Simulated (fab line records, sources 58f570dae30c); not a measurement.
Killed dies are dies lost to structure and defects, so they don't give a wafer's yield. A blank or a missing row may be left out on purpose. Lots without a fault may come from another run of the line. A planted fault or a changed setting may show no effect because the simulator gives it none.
fab line records | flow berkeley_cmos170 | part 1 of 2: steps 1 to 25 of 33
record lots=5 wafers=15 last_day=13
route steps=331 shown NVT@113 PVT@115 GATE@125 FIELD@126 PLDD@145
lots that met no fault: from a run of the same line without faults
start_h: hours from the record's first day to the start of the lot's first wafer shown | wait_h: hours since the lot's step before | " the same as in the row above | L1.1+2: a row that stands for several wafers | - no value, or no start given | * or withheld: withheld | < > ~ a bound
route shown NAME@n: a module of which the file shows steps, and the number in the route of the first | usual: mean/standard deviation of fault-free wafers | same: alike in all rows | chamber/n: place in a boat | sites: the reading at each site | _std_site: their standard deviation | _edge_site: outer sites' mean less inner sites' | radius_mm: how far each site lies from the wafer's centre | mask NAME#n: copy n | behind: the tool/chamber that last shaped the wafer | hold: why the lot was held/for how many hours/how that ended | device: the transistor (n, p or np) that didn't switch | end of line: the same wafers' tests at the end of the route | a step without rows: its recipe alone | killed: dies lost to structure and defects at the first sort, not the wafer's yield | map: a wafer's dies, x killed, . not, _ none there
set.NAME: the setting as run; set.NAME@STEP: as run at that earlier step | model.NAME: the simulator's own value behind a step, which no gauge read
lots at some steps of the route; a table a step, a row a wafer
services: from which hour (start_h, from the record's first day; less than 0 if before it) a tool's chamber was out of use, for how many hours, and why
## steps
# step UCB170_NVT_TW_MEAS_09
# usual NVT_TW=522/6.6
# columns lot.wafer tool chamber start_h wait_h NVT_TW
L077.2 film_metro-04 - 144.01 0.1 525
L077.4 " - " " 526
L077.6 " - " " 525
L080.1 film_metro-03 - 154.18 0.1 512
L080.2 " - " " 509
L080.3 " - " " 514
L082.4 film_metro-04 - 181.96 0.1 531
L082.5 " - " " 530
L082.6 " - " " 529
L086.1 film_metro-03 - 199.69 0.1 513
L086.2 " - " " 513
L086.5 " - " " 514
L094.2 film_metro-04 - 241.79 0.1 530
L094.3 " - " " 530
L094.6 " - " " 528
# step UCB170_NVT_CLEAN_10
# recipe chemistry=SPM temp_c=120 time_s=600
# usual bath_guard_temp_C=119.8/0.59
# same time_s=600
# columns lot.wafer tool chamber start_h wait_h bath_guard_temp_C
L077.2 wet_bench-04 3 144.17 0.1 119.0
L077.4 " 3 " " 119.1
L077.6 " 3 " " 119.2
L080.1 wet_bench-03 3 156.63 2.4 120.1
L080.2 " 3 " " 120.0
L080.3 " 3 " " 120.5
L082.4 wet_bench-01 3 181.99 0.0 119.8
L082.5 " 3 " " 120.1
L082.6 " 3 " " 119.7
L086.1 wet_bench-01 3 199.75 0.1 119.7
L086.2 " 3 " " 119.7
L086.5 " 3 " " 119.8
L094.2 wet_bench-04 0 241.84 0.0 120.0
L094.3 " 0 " " 120.5
L094.6 " 0 " " 119.6
# step UCB170_PVT_HMDS_00
# recipe prime_time_s=60 prime_temp_c=100
# usual chill_plate_temp_C=22.99/0.095
# columns lot.wafer tool chamber start_h wait_h chill_plate_temp_C
L077.2 litho_track-03 0 144.46 0.1 22.95
L077.4 " 0 " " 22.90
L077.6 " 0 " " 22.80
L080.1 litho_track-01 0 157.71 0.9 22.97
L080.2 " 0 " " 22.94
L080.3 " 0 " " 23.05
L082.4 litho_track-01 0 182.26 0.1 22.97
L082.5 " 0 " " 23.13
L082.6 " 0 " " 23.06
L086.1 litho_track-02 0 200.16 0.2 22.93
L086.2 " 0 " " 23.04
L086.5 " 0 " " 23.08
L094.2 litho_track-03 0 242.07 0.0 22.94
L094.3 " 0 " " 22.86
L094.6 " 0 " " 23.01
# step UCB170_PVT_COAT_01
# recipe resist=KrF spin_rpm=1500 resist_thk_nm=900
# usual chill_plate_temp_C=23.02/0.095
# columns lot.wafer tool chamber start_h wait_h chill_plate_temp_C
L077.2 litho_track-03 0 144.61 0.1 23.09
L077.4 " 0 " " 22.94
L077.6 " 0 " " 23.01
L080.1 litho_track-01 0 157.86 0.1 23.12
L080.2 " 0 " " 23.04
L080.3 " 0 " " 22.94
L082.4 litho_track-01 0 182.41 0.1 22.97
L082.5 " 0 " " 23.06
L082.6 " 0 " " 23.01
L086.1 litho_track-02 0 200.31 0.1 22.90
L086.2 " 0 " " 22.98
L086.5 " 0 " " 22.93
L094.2 litho_track-03 0 242.22 0.1 23.15
L094.3 " 0 " " 22.81
L094.6 " 0 " " 23.12
# step UCB170_PVT_SOFTBAKE_02
# recipe resist=KrF temp_c=130 time_s=60
# usual chill_plate_temp_C=23.02/0.12 plate_temp_C=129.99/0.13
# same time_s=60
# columns lot.wafer tool chamber start_h wait_h chill_plate_temp_C plate_temp_C
L077.2 litho_track-03 0 144.76 0.1 23.00 130.02
L077.4 " 0 " " 23.13 130.04
L077.6 " 0 " " 22.96 129.93
L080.1 litho_track-01 0 158.01 0.1 22.94 129.86
L080.2 " 0 " " 22.99 129.94
L080.3 " 0 " " 22.99 129.83
L082.4 litho_track-01 0 182.56 0.1 23.05 129.87
L082.5 " 0 " " 23.26 130.08
L082.6 " 0 " " 23.29 129.86
L086.1 litho_track-02 0 200.46 0.1 22.96 130.11
L086.2 " 0 " " 22.88 130.20
L086.5 " 0 " " 22.98 130.20
L094.2 litho_track-03 0 242.37 0.1 23.13 130.28
L094.3 " 0 " " 23.01 130.06
L094.6 " 0 " " 23.20 130.08
# step UCB170_PVT_EXPOSE_03
# recipe mask_id=NWELL target_cd_nm=3000 na=0.5 sigma_outer=0.6 source_shape=conventional dose_mj=30
# usual exposure_dose_mJ_cm2=30.001/0.029 reticle_temp_C=23.00/0.12
# columns lot.wafer tool chamber start_h wait_h mask exposure_dose_mJ_cm2 reticle_temp_C
L077.2 krf_scanner-02 0 145.03 0.2 NWELL#0 29.972 23.06
L077.4 " 0 " " NWELL#0 30.019 23.10
L077.6 " 0 " " NWELL#0 30.011 23.03
L080.1 krf_scanner-02 0 158.16 0.1 NWELL#0 30.025 22.93
L080.2 " 0 " " NWELL#0 30.021 22.95
L080.3 " 0 " " NWELL#0 30.035 22.95
L082.4 krf_scanner-01 0 182.82 0.2 NWELL#0 29.970 22.92
L082.5 " 0 " " NWELL#0 29.982 22.92
L082.6 " 0 " " NWELL#0 29.978 22.97
L086.1 krf_scanner-02 0 200.73 0.2 NWELL#0 30.018 23.22
L086.2 " 0 " " NWELL#0 30.053 23.28
L086.5 " 0 " " NWELL#0 29.992 23.07
L094.2 krf_scanner-01 0 242.51 0.1 NWELL#0 29.975 22.77
L094.3 " 0 " " NWELL#0 30.004 22.78
L094.6 " 0 " " NWELL#0 30.044 22.98
# step UCB170_PVT_PEB_04
# recipe peb_temp_c=130 peb_time_s=withheld resist=KrF
# usual chill_plate_temp_C=23.01/0.1 plate_temp_C=129.99/0.14
# columns lot.wafer tool chamber start_h wait_h chill_plate_temp_C plate_temp_C
L077.2 litho_track-03 0 145.19 0.1 22.91 130.13
L077.4 " 0 " " 23.04 130.07
L077.6 " 0 " " 23.01 130.03
L080.1 litho_track-03 0 158.73 0.6 23.10 130.05
L080.2 " 0 " " 23.15 130.24
L080.3 " 0 " " 23.01 129.99
L082.4 litho_track-01 0 182.95 0.1 23.04 130.06
L082.5 " 0 " " 23.07 129.93
L082.6 " 0 " " 22.99 130.07
L086.1 litho_track-01 0 201.14 0.4 22.95 130.08
L086.2 " 0 " " 23.03 129.92
L086.5 " 0 " " 22.86 130.19
L094.2 litho_track-02 0 242.64 0.1 23.09 130.22
L094.3 " 0 " " 23.14 130.15
L094.6 " 0 " " 23.06 130.26
# step UCB170_PVT_DEVELOP_05
# recipe developer=TMAH develop_time_s=45 resist=KrF dev_temp_c=21
# usual chill_plate_temp_C=23.01/0.099 developer_temp_C=21.01/0.11
# columns lot.wafer tool chamber start_h wait_h chill_plate_temp_C developer_temp_C
L077.2 litho_track-03 0 - - 22.98 21.06
L077.4 " 0 " " 23.12 20.99
L077.6 " 0 " " 23.05 20.99
L080.1 litho_track-03 0 - - 23.02 21.01
L080.2 " 0 " " 23.05 21.03
L080.3 " 0 " " 23.01 20.89
L082.4 litho_track-01 0 - - 23.07 20.99
L082.5 " 0 " " 22.97 20.97
L082.6 " 0 " " 23.04 20.98
L086.1 litho_track-01 0 - - 22.96 21.07
L086.2 " 0 " " 22.98 21.09
L086.5 " 0 " " 23.02 20.99
L094.2 litho_track-02 0 - - 22.96 20.92
L094.3 " 0 " " 22.98 20.80
L094.6 " 0 " " 22.94 20.91
# step UCB170_PVT_OVL_MEAS_06
# usual PVT_OVL=3/6.2
# columns lot.wafer tool chamber start_h wait_h PVT_OVL[nm]
L077.2 overlay-01 - 145.44 - 6
L077.4 " - " " 4
L077.6 " - " " 3
L080.1 overlay-02 - 159.01 - 8
L080.2 " - " " 12
L080.3 " - " " 4
L082.4 overlay-02 - 183.17 - 5
L082.5 " - " " -14
L082.6 " - " " 1
L086.1 overlay-02 - 201.41 - 9
L086.2 " - " " 5
L086.5 " - " " 6
L094.2 overlay-01 - 242.89 - -2
L094.3 " - " " 12
L094.6 " - " " -5
# step UCB170_PVT_IMPLANT_07
# recipe species=P dose_cm2=2e+12 energy_kev=30 tilt_deg=7
# usual beam_energy_keV=30.001/0.0092
# same implant_ion_amu=31
# columns lot.wafer tool chamber start_h wait_h beam_energy_keV
L077.2 implanter-02 0 145.50 0.0 30.010
L077.4 " 0 " " 29.993
L077.6 " 0 " " 29.999
L080.1 implanter-04 0 159.04 0.0 29.996
L080.2 " 0 " " 30.017
L080.3 " 0 " " 30.003
L082.4 implanter-04 0 183.26 0.1 29.996
L082.5 " 0 " " 30.002
L082.6 " 0 " " 29.985
L086.1 implanter-03 0 201.45 0.0 30.006
L086.2 " 0 " " 30.013
L086.5 " 0 " " 30.022
L094.2 implanter-02 0 242.95 0.0 29.989
L094.3 " 0 " " 30.003
L094.6 " 0 " " 29.996
# step UCB170_PVT_STRIP_08
# recipe chemistry=O2 power_w=400 pressure_mtorr=3500 platen_temp_c=withheld o2_flow_sccm=400 overash_fraction=0.5
# usual drypump_motor_current_A=5.7/0.48 oes_product_au=0.734/0.0049 strip_time_to_endpoint_s=21.62/0.067
# same overash_fraction=0.5
# columns lot.wafer tool chamber start_h wait_h drypump_motor_current_A oes_product_au rf_hours_counter_h strip_time_to_endpoint_s
L077.2 plasma_asher-02 1 145.62 0.1 6.4 0.743 42 21.59
L077.4 " 0 " " 5.1 0.734 - 21.70
L077.6 " 0 " " 5.1 0.732 - 21.70
L080.1 plasma_asher-02 1 159.19 0.1 6.4 0.734 43 21.66
L080.2 " 0 " " 5.1 0.738 43 21.74
L080.3 " 1 " " 6.4 0.732 - 21.61
L082.4 plasma_asher-02 1 183.37 0.1 6.4 0.742 - 21.63
L082.5 " 0 " " 5.1 0.729 - 21.64
L082.6 " 1 " " 6.4 0.722 - 21.71
L086.1 plasma_asher-02 0 201.60 0.1 5.1 0.733 47 21.49
L086.2 " 1 " " 6.4 0.729 47 21.53
L086.5 " 1 " " 6.4 0.728 - 21.51
L094.2 plasma_asher-02 1 243.07 0.1 6.4 0.731 52 21.57
L094.3 " 1 " " 6.4 0.735 - 21.65
L094.6 " 1 " " 6.4 0.733 - 21.64
# step UCB170_PVT_TW_MEAS_09
# usual PVT_TW=508/4.5
# columns lot.wafer tool chamber start_h wait_h PVT_TW
L077.2 film_metro-04 - 145.73 0.1 513
L077.4 " - " " 515
L077.6 " - " " 512
L080.1 film_metro-02 - 159.29 0.1 504
L080.2 " - " " 505
L080.3 " - " " 504
L082.4 film_metro-02 - 183.47 0.1 502
L082.5 " - " " 503
L082.6 " - " " 506
L086.1 film_metro-04 - 201.70 0.1 511
L086.2 " - " " 512
L086.5 " - " " 511
L094.2 film_metro-01 - 243.18 0.1 506
L094.3 " - " " 508
L094.6 " - " " 506
# step UCB170_GATE_WET_ETCH_00
# recipe chemistry=dHF dilution=25:1 target=SiO2 temp_c=25 time_s=200
# same time_s=200
# columns lot.wafer tool chamber start_h wait_h
L077.2+4+6 wet_bench-03 3 145.78 0.0
L080.1+2+3 wet_bench-02 2 159.35 0.1
L082.4+5+6 wet_bench-01 2 183.50 0.0
L086.1+2+5 wet_bench-01 2 201.76 0.1
L094.2+3+6 wet_bench-02 2 243.23 0.0
# step UCB170_FIELD_THK_MEAS_91
# recipe reads=SiO2_of_FIELD_OXIDATION_01
# usual FIELD_OXIDE_LEFT_2_THK=353/9.4
# columns lot.wafer tool chamber start_h wait_h FIELD_OXIDE_LEFT_2_THK[nm]
L077.2 film_metro-01 - 145.92 0.0 358
L077.4 " - " " 362
L077.6 " - " " 356
L080.1 film_metro-04 - 159.42 0.0 336
L080.2 " - " " 351
L080.3 " - " " 347
L082.4 film_metro-01 - 183.59 0.0 363
L082.5 " - " " 355
L082.6 " - " " 350
L086.1 film_metro-01 - 201.83 0.0 348
L086.2 " - " " 357
L086.5 " - " " 355
L094.2 film_metro-04 - 243.31 0.0 355
L094.3 " - " " 343
L094.6 " - " " 343
# step UCB170_GATE_OXIDATION_01
# recipe temp_c=850 ambient=O2 target_thk_a=66 ox_time_s=1800
# usual spike_tc_load_C=871.5/2.6
# columns lot.wafer tool chamber start_h wait_h spike_tc_load_C
L077.2 furnace-04 0 149.12 3.2 871.1
L077.4 " 0 " " 870.0
L077.6 " 0 " " 870.4
L080.1 furnace-01 0 163.67 4.2 875.9
L080.2 " 0 " " 877.2
L080.3 " 0 " " 875.5
L082.4 furnace-02 0 187.79 4.2 871.1
L082.5 " 0 " " 871.7
L082.6 " 0 " " 870.0
L086.1 furnace-02 0 209.84 8.0 870.0
L086.2 " 0 " " 872.5
L086.5 " 0 " " 870.9
L094.2 furnace-02 0 247.81 4.5 870.8
L094.3 " 0 " " 871.1
L094.6 " 0 " " 872.0
# step UCB170_GATE_THK_MEAS_02
# recipe reads=SiO2_of_GATE_OXIDATION_01
# usual GATE_OXIDE_THK=6.56/0.11
# columns lot.wafer tool chamber start_h wait_h GATE_OXIDE_THK[nm]
L077.2 film_metro-04 - 150.63 0.0 6.69
L077.4 " - " " 6.69
L077.6 " - " " 6.70
L080.1 film_metro-04 - 165.17 0.0 6.67
L080.2 " - " " 6.56
L080.3 " - " " 6.63
L082.4 film_metro-03 - 189.32 0.0 6.38
L082.5 " - " " 6.39
L082.6 " - " " 6.57
L086.1 film_metro-01 - 211.34 0.0 6.60
L086.2 " - " " 6.43
L086.5 " - " " 6.49
L094.2 film_metro-03 - 249.32 0.0 6.68
L094.3 " - " " 6.64
L094.6 " - " " 6.47
# step UCB170_GATE_ANNEAL_03
# recipe temp_c=900 time_s=1800 ambient=N2
# usual spike_tc_load_C=922.4/2.9
# same time_s=1800
# columns lot.wafer tool chamber start_h wait_h spike_tc_load_C
L077.2 furnace-04 0 155.45 4.8 920.7
L077.4 " 0 " " 920.1
L077.6 " 0 " " 921.7
L080.1 furnace-01 0 175.59 10.4 927.7
L080.2 " 0 " " 927.7
L080.3 " 0 " " 927.0
L082.4 furnace-04 0 193.74 4.4 919.9
L082.5 " 0 " " 919.7
L082.6 " 0 " " 919.1
L086.1 furnace-04 0 216.77 5.4 919.8
L086.2 " 0 " " 921.4
L086.5 " 0 " " 920.7
L094.2 furnace-04 0 252.62 3.3 922.5
L094.3 " 0 " " 919.3
L094.6 " 0 " " 919.7
# step UCB170_GATE_CVD_04
# recipe material=poly-Si temp_c=610 precursor=SiH4 time_s=1440 pressure_mtorr=375 target_thk_nm=214 sih4_flow_sccm=120
# usual spike_tc_load_C=630/3.5
# same time_s=1440
# columns lot.wafer tool chamber start_h wait_h spike_tc_load_C
L077.2 lpcvd-01 0 156.95 0.0 628
L077.4 " 0 " " 627
L077.6 " 0 " " 628
L080.1 lpcvd-01 1 177.09 0.0 638
L080.2 " 1 " " 637
L080.3 " 1 " " 638
L082.4 lpcvd-02 0 195.24 0.0 632
L082.5 " 0 " " 632
L082.6 " 0 " " 632
L086.1 lpcvd-01 0 218.27 0.0 629
L086.2 " 0 " " 628
L086.5 " 0 " " 628
L094.2 lpcvd-01 1 254.12 0.0 637
L094.3 " 1 " " 638
L094.6 " 1 " " 638
# step UCB170_GATE_THK_MEAS_05
# recipe reads=poly-Si_of_GATE_CVD_04
# usual GATE_POLY_THK=214.0/2.1
# columns lot.wafer tool chamber start_h wait_h GATE_POLY_THK[nm]
L077.2 film_metro-03 - 158.36 0.0 211.6
L077.4 " - " " 211.3
L077.6 " - " " 214.8
L080.1 film_metro-04 - 178.49 0.0 215.6
L080.2 " - " " 216.1
L080.3 " - " " 216.4
L082.4 film_metro-04 - 196.70 0.1 213.5
L082.5 " - " " 214.6
L082.6 " - " " 214.6
L086.1 film_metro-01 - 219.67 0.0 209.5
L086.2 " - " " 210.0
L086.5 " - " " 210.5
L094.2 film_metro-04 - 255.53 0.0 214.5
L094.3 " - " " 214.0
L094.6 " - " " 213.6
# step UCB170_GATE_COAT_06
# recipe resist=BARC temp_c=withheld time_s=withheld spin_rpm=3037 resist_thk_nm=withheld
# usual chill_plate_temp_C=*
# columns lot.wafer tool chamber start_h wait_h chill_plate_temp_C
L077.2 litho_track-03 0 159.31 0.9 *
L077.4 " 0 " " *
L077.6 " 0 " " *
L080.1 litho_track-01 0 178.83 0.3 *
L080.2 " 0 " " *
L080.3 " 0 " " *
L082.4 litho_track-01 0 197.51 0.8 *
L082.5 " 0 " " *
L082.6 " 0 " " *
L086.1 litho_track-03 0 219.73 0.1 *
L086.2 " 0 " " *
L086.5 " 0 " " *
L094.2 litho_track-01 0 256.01 0.5 *
L094.3 " 0 " " *
L094.6 " 0 " " *
# step UCB170_GATE_COAT_07
# recipe resist=KrF spin_rpm=1500 resist_thk_nm=900
# usual chill_plate_temp_C=22.98/0.11
# columns lot.wafer tool chamber start_h wait_h chill_plate_temp_C
L077.2 litho_track-03 0 - - 22.92
L077.4 " 0 " " 22.78
L077.6 " 0 " " 22.86
L080.1 litho_track-01 0 - - 22.84
L080.2 " 0 " " 22.75
L080.3 " 0 " " 22.92
L082.4 litho_track-01 0 - - 22.95
L082.5 " 0 " " 23.04
L082.6 " 0 " " 22.88
L086.1 litho_track-03 0 - - 22.91
L086.2 " 0 " " 23.00
L086.5 " 0 " " 22.95
L094.2 litho_track-01 0 - - 23.03
L094.3 " 0 " " 22.85
L094.6 " 0 " " 22.78
# step UCB170_GATE_SOFTBAKE_08
# recipe resist=KrF temp_c=130 time_s=60
# usual chill_plate_temp_C=23.01/0.089 plate_temp_C=130.01/0.13
# same time_s=60
# columns lot.wafer tool chamber start_h wait_h chill_plate_temp_C plate_temp_C
L077.2 litho_track-03 0 - - 22.96 129.87
L077.4 " 0 " " 23.12 130.05
L077.6 " 0 " " 22.98 130.25
L080.1 litho_track-01 0 - - 23.03 130.15
L080.2 " 0 " " 22.94 130.00
L080.3 " 0 " " 22.96 130.10
L082.4 litho_track-01 0 - - 23.05 130.04
L082.5 " 0 " " 22.84 130.00
L082.6 " 0 " " 22.98 129.88
L086.1 litho_track-03 0 - - 23.01 129.90
L086.2 " 0 " " 23.02 129.83
L086.5 " 0 " " 22.91 129.81
L094.2 litho_track-01 0 - - 22.97 130.05
L094.3 " 0 " " 22.94 129.99
L094.6 " 0 " " 22.92 129.92
# step UCB170_GATE_EXPOSE_09
# recipe mask_id=POLY target_cd_nm=350 na=0.5 sigma_outer=0.6 source_shape=conventional dose_mj=21
# usual exposure_dose_mJ_cm2=20.986/0.022 reticle_temp_C=22.99/0.12
# columns lot.wafer tool chamber start_h wait_h mask exposure_dose_mJ_cm2 reticle_temp_C
L077.2 krf_scanner-01 0 159.97 - POLY#0 21.018 23.12
L077.4 " 0 " " POLY#0 20.995 23.13
L077.6 " 0 " " POLY#0 20.986 23.10
L080.1 krf_scanner-01 0 179.31 - POLY#0 20.987 23.01
L080.2 " 0 " " POLY#0 21.013 23.24
L080.3 " 0 " " POLY#0 20.978 22.99
L082.4 krf_scanner-01 0 198.07 - POLY#0 20.947 22.91
L082.5 " 0 " " POLY#0 20.984 22.97
L082.6 " 0 " " POLY#0 20.991 23.19
L086.1 krf_scanner-02 0 220.31 - POLY#0 21.048 23.07
L086.2 " 0 " " POLY#0 21.040 23.18
L086.5 " 0 " " POLY#0 21.031 23.10
L094.2 krf_scanner-01 0 - - POLY#0 21.003 23.02
L094.3 " 0 " " POLY#0 21.000 22.78
L094.6 " 0 " " POLY#0 20.980 22.97
# step UCB170_GATE_PEB_10
# recipe peb_temp_c=130 peb_time_s=withheld resist=KrF
# usual chill_plate_temp_C=22.97/0.14 plate_temp_C=130.00/0.13
# columns lot.wafer tool chamber start_h wait_h chill_plate_temp_C plate_temp_C
L077.2 litho_track-01 0 160.09 0.1 23.10 129.84
L077.4 " 0 " " 22.91 129.85
L077.6 " 0 " " 22.85 129.79
L080.1 litho_track-03 0 179.92 0.6 23.05 129.94
L080.2 " 0 " " 22.90 130.11
L080.3 " 0 " " 22.90 130.16
L082.4 litho_track-03 0 199.14 1.0 22.96 129.82
L082.5 " 0 " " 22.94 129.96
L082.6 " 0 " " 22.96 129.79
L086.1 litho_track-01 0 220.80 0.5 22.86 130.14
L086.2 " 0 " " 22.99 129.90
L086.5 " 0 " " 22.86 130.16
L094.2 litho_track-03 0 - - 23.19 129.93
L094.3 " 0 " " 23.01 130.12
L094.6 " 0 " " 23.00 130.01
# step UCB170_GATE_DEVELOP_11
# recipe developer=TMAH develop_time_s=45 resist=KrF dev_temp_c=21
# usual chill_plate_temp_C=22.98/0.12 developer_temp_C=20.97/0.087
# columns lot.wafer tool chamber start_h wait_h chill_plate_temp_C developer_temp_C
L077.2 litho_track-01 0 - - 22.94 21.02
L077.4 " 0 " " 22.88 21.04
L077.6 " 0 " " 23.12 20.90
L080.1 litho_track-03 0 - - 23.05 21.01
L080.2 " 0 " " 22.96 20.85
L080.3 " 0 " " 22.91 20.94
L082.4 litho_track-03 0 - - 23.14 20.99
L082.5 " 0 " " 23.13 20.96
L082.6 " 0 " " 22.93 20.96
L086.1 litho_track-01 0 - - 23.15 20.92
L086.2 " 0 " " 23.02 20.88
L086.5 " 0 " " 23.03 20.72
L094.2 litho_track-03 0 - - 23.12 20.83
L094.3 " 0 " " 23.03 20.94
L094.6 " 0 " " 22.88 21.07
